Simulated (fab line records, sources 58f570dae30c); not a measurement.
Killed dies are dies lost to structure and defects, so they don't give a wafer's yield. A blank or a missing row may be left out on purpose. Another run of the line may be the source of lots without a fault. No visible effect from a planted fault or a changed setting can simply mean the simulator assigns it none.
Split-lot experiment ; flow berkeley cmos170 ; 23 wafers read across 5 lots, on a route 331 steps long

## THE SPLIT ITSELF
At UCB170_PFIELD_IMPLANT_07, the setting energy kev was moved away from the recipe's 80 on 9 of the 23 wafers read, by -5.0% to +4.6%. For the rest of the wafers, this setting stayed at what the recipe calls for.

The reading is taken at the split's own step.

## THE READING
In nm, at UCB170_PFIELD_IMPLANT_07: implant.drp nm, which is the simulator's own figure and was read by no gauge. No usual value for it is given in the file.

wafer;tool, chamber at the split;energy kev as run;against the recipe;implant.drp nm, nm;against lot-mates on the recipe
L076.3;implanter-03, 0;80;recipe;74.86;-
L076.5;implanter-03, 0;80;recipe;74.86;-
L076.6;implanter-03, 0;80;recipe;74.86;-
L077.1;implanter-01, 0;83.7;+4.6%;76.45;+1.59
L077.3;implanter-01, 0;83.7;+4.6%;76.45;+1.59
L077.5;implanter-01, 0;83.7;+4.6%;76.45;+1.59
L077.2;implanter-01, 0;80;recipe;74.86;-
L077.6;implanter-01, 0;80;recipe;74.86;-
L080.1;implanter-01, 0;80;recipe;74.86;-
L080.2;implanter-01, 0;80;recipe;74.86;-
L080.3;implanter-01, 0;80;recipe;74.86;-
L080.4;implanter-01, 0;76;-5.0%;73.01;-1.85
L080.5;implanter-01, 0;76;-5.0%;73.01;-1.85
L078.1;implanter-02, 0;80;recipe;74.86;-
L078.4;implanter-02, 0;80;recipe;74.86;-
L078.5;implanter-02, 0;80;recipe;74.86;-
L078.3;implanter-02, 0;76.15;-4.8%;73.08;-1.78
L078.6;implanter-02, 0;76.15;-4.8%;73.08;-1.78
L083.2;implanter-02, 0;80;recipe;74.86;-
L083.3;implanter-02, 0;80;recipe;74.86;-
L083.4;implanter-02, 0;80;recipe;74.86;-
L083.5;implanter-02, 0;77.49;-3.1%;73.71;-1.15
L083.6;implanter-02, 0;77.49;-3.1%;73.71;-1.15

FIT RESULTS
A straight line over all 23 wafers: implant.drp nm changes by +0.359 nm for each +1% of energy kev; r = +1.00; the points scatter about the line by 0.029 nm.
The same after taking each lot's own level away (the mean of its wafers on the recipe; 23 wafers): +0.359 nm for each +1%; r = +1.00; scatter 0.029 nm.
According to that fit, moving energy kev by its largest amount changes the reading by 1.8 nm.
The lots' own levels span 74.860 to 74.860 nm.
The two slopes are in agreement: the lot-to-lot level therefore moves the slope only a little.
Check: for one of the wafers moved furthest among these (-5.0%), held out of the fit, the line's prediction against its lot-mates is -1.81 nm. Against them it came out at -1.85 nm.

## OTHER SPLITS ON THESE WAFERS
Other splits were also applied to these wafers ahead of the reading. Each is held against what the fit with the lots' levels taken away leaves over:
other split on the same wafers;wafers away from the commonest value;r with implant.drp nm (lot level and that fit taken away)
UCB170_START_OXIDATION_02 temp c;15;-0.05
UCB170_NWELL_COAT_07 resist thk nm;12;-0.05
UCB170_NWELL_IMPLANT_14 dose cm2;11;+0.22
UCB170_PWELL_ETCH_14 time s;10;-0.16
UCB170_PWELL_IMPLANT_15 energy kev;2;+0.16
UCB170_ACTIVE_EXPOSE_10 dose mj;4;-0.50
UCB170_ACTIVE_PEB_11 peb temp c;4;+0.14

## THE WHOLE CHAIN: every reading that the file lists as answering this split, in the file's order
step;what it does;reading;change (the file's fit);r (the file's)
UCB170_PFIELD_IMPLANT_07;;implant.rp nm (the simulator's own value, which no gauge read);+2.13 nm for each +1% of the setting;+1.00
UCB170_PFIELD_IMPLANT_07;;implant.drp nm (the simulator's own value, which no gauge read);+0.363 nm for each +1% of the setting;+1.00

## THE FILE'S OWN FIT
implant.drp nm changes by +0.363 nm for each +1% of energy kev, r = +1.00.
